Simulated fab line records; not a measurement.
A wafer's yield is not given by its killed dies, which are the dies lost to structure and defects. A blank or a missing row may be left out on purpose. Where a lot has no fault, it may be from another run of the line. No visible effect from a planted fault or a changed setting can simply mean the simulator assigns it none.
Which tool was responsible? -- flow berkeley_cmos170 -- 15 lots (45 wafers sampled), 1 step of a 331-step route

== WHAT EACH GAUGE READ, for each wafer ==
UCB170_PVT_TW_MEAS_09.
lot,measured,on,PVT_TW
L321,day 6 02:21,film_metro-02,498.6 499.3 503.5
L322,day 6 02:37,film_metro-04,502.7 502.8 503.2
L323,day 6 08:32,film_metro-02,500.8 504.9 501.7
L324,day 6 08:41,film_metro-02,498.2 506.8 501.3
L327,day 7 06:35,film_metro-02,503.4 507.5 504.3
L329,day 7 15:36,film_metro-04,500.9 502.4 501.5
L330,day 7 23:53,film_metro-02,504.2 505.8 507.8
L334,day 8 17:01,film_metro-03,505.9 505.8 507.1
L336,day 9 04:11,film_metro-04,500.7 499.4 500.9
L337,day 9 04:44,film_metro-03,504.4 504.9 508.1
L340,day 9 20:01,film_metro-04,500.6 499.9 500.6
L338,day 9 20:20,film_metro-02,501.9 503.6 500.6
L343,day 10 07:02,film_metro-03,504.7 504.0 503.7
L341,day 10 07:05,film_metro-04,499.2 502.6 501.1
L344,day 10 14:38,film_metro-04,497.7 501.1 501.0

== WHICH TOOL RAN EACH LOT (tool, then ch and the chambers of the sampled wafers, then the start) ==
Before these readings, the record contains no process step.

== AS READ BY THE TOOLS THEMSELVES (means over the sampled wafers that have a number; for cases with no such wafer, the mark the record gives instead) ==
The record holds no such reading with a usual standard deviation.

== THE ANSWER, worked out from the rows above alone ==
Rule: usual is defined by the lots themselves. The widest of any qualifying gaps counts: lots, ordered by their means at a reading, are off when they make up no more than a third of the lots, leave a main group of 4 or more, and stand apart from it by 3 or more times the standard deviation of that group's means. If all means in a main group match to the digits the tables above print for the reading, that group is not used. A lot without any number at a reading at which 4 lots or more have one is off too. Where the step has rows for the other lots, those lots are counted as sound. First the gauges in route order, then the tools' own readings, where a lot's mean is used as printed above. The first step at which some lot is off is used, and at that step the reading that is off furthest; a lot without a number counts as furthest.
Across all readings shown, no lot is off: no conclusion can be drawn from this.

== WHAT THE SIMULATOR HAD INSERTED ==
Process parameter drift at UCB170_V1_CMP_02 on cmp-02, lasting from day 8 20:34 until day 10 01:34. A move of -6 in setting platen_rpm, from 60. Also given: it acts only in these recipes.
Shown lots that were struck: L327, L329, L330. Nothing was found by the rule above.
